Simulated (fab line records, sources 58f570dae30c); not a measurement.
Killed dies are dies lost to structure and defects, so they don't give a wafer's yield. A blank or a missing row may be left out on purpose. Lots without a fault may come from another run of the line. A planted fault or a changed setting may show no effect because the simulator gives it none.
Split-lot experiment | flow berkeley_cmos170 | 5 lots, 23 wafers read, on a route of 331 steps

THE SPLIT
At UCB170_NVT_IMPLANT_07, the setting energy_kev was moved away from the recipe's 50 on 9 of the 23 wafers read, by -3.9% to +4.9%. The other wafers ran this setting at the recipe's value.

The reading is taken at the split's own step.

THE READING
implant.drp_nm (the simulator's own value, which no gauge read), in nm, at UCB170_NVT_IMPLANT_07. The file gives no usual value for it.

wafer  | tool, chamber at the split | energy_kev as run | against the recipe | implant.drp_nm, nm | against lot-mates on the recipe
L076.1 | implanter-04, 0            | 50                | recipe             | 18.57              | -
L076.2 | implanter-04, 0            | 50                | recipe             | 18.57              | -
L076.5 | implanter-04, 0            | 50                | recipe             | 18.57              | -
L076.3 | implanter-04, 0            | 48.81             | -2.4%              | 18.25              | -0.32
L076.6 | implanter-04, 0            | 48.81             | -2.4%              | 18.25              | -0.32
L075.1 | implanter-01, 0            | 52.44             | +4.9%              | 19.22              | +0.65
L075.6 | implanter-01, 0            | 52.44             | +4.9%              | 19.22              | +0.65
L075.2 | implanter-01, 0            | 50                | recipe             | 18.57              | -
L075.4 | implanter-01, 0            | 50                | recipe             | 18.57              | -
L075.5 | implanter-01, 0            | 50                | recipe             | 18.57              | -
L077.1 | implanter-01, 0            | 50                | recipe             | 18.57              | -
L077.3 | implanter-01, 0            | 50                | recipe             | 18.57              | -
L077.5 | implanter-01, 0            | 50                | recipe             | 18.57              | -
L077.4 | implanter-01, 0            | 51.62             | +3.2%              | 19                 | +0.43
L077.6 | implanter-01, 0            | 51.62             | +3.2%              | 19                 | +0.43
L079.1 | implanter-02, 0            | 48.04             | -3.9%              | 18.04              | -0.53
L079.3 | implanter-02, 0            | 48.04             | -3.9%              | 18.04              | -0.53
L079.4 | implanter-02, 0            | 48.04             | -3.9%              | 18.04              | -0.53
L079.5 | implanter-02, 0            | 50                | recipe             | 18.57              | -
L079.6 | implanter-02, 0            | 50                | recipe             | 18.57              | -
L078.1 | implanter-01, 0            | 50                | recipe             | 18.57              | -
L078.2 | implanter-01, 0            | 50                | recipe             | 18.57              | -
L078.6 | implanter-01, 0            | 50                | recipe             | 18.57              | -

THE FIT
A straight line over all 23 wafers: implant.drp_nm changes by +0.134 nm for each +1% of energy_kev; r = +1.00; the points scatter about the line by 0.0021 nm.
The same after taking each lot's own level away (the mean of its wafers on the recipe; 23 wafers): +0.134 nm for each +1%; r = +1.00; scatter 0.0021 nm.
On that fit, the largest move of energy_kev shifts the reading by 0.65 nm.
The lots' own levels span 18.570 to 18.570 nm.
So the lot-to-lot level changes the slope little: the two slopes agree.
Check: with one of the wafers moved furthest among these (+4.9%) left out of the fit, the line predicts +0.653 nm for it against its lot-mates. It came out at +0.65 nm against them.

OTHER SPLITS ON THESE WAFERS
These wafers also went through other splits before the reading. Each is held against what the fit with the lots' levels taken away leaves over:
other split on the same wafers  | wafers away from the commonest value | r with implant.drp_nm (lot level and that fit taken away)
UCB170_NWELL_COAT_07 spin_rpm   | 6                                    | +0.49
UCB170_ACTIVE_PEB_11 peb_temp_c | 7                                    | -0.21
UCB170_ACTIVE_STRIP_16 power_w  | 8                                    | -0.33

THE WHOLE CHAIN: every reading that the file lists as answering this split, in the file's order
step                  | what it does | reading                                                         | change (the file's fit)               | r (the file's)
UCB170_NVT_IMPLANT_07 |              | implant.rp_nm (the simulator's own value, which no gauge read)  | +0.369 nm for each +1% of the setting | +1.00
UCB170_NVT_IMPLANT_07 |              | implant.drp_nm (the simulator's own value, which no gauge read) | +0.134 nm for each +1% of the setting | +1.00

THE FILE'S OWN FIT
implant.drp_nm changes by +0.134 nm for each +1% of energy_kev, r = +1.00.
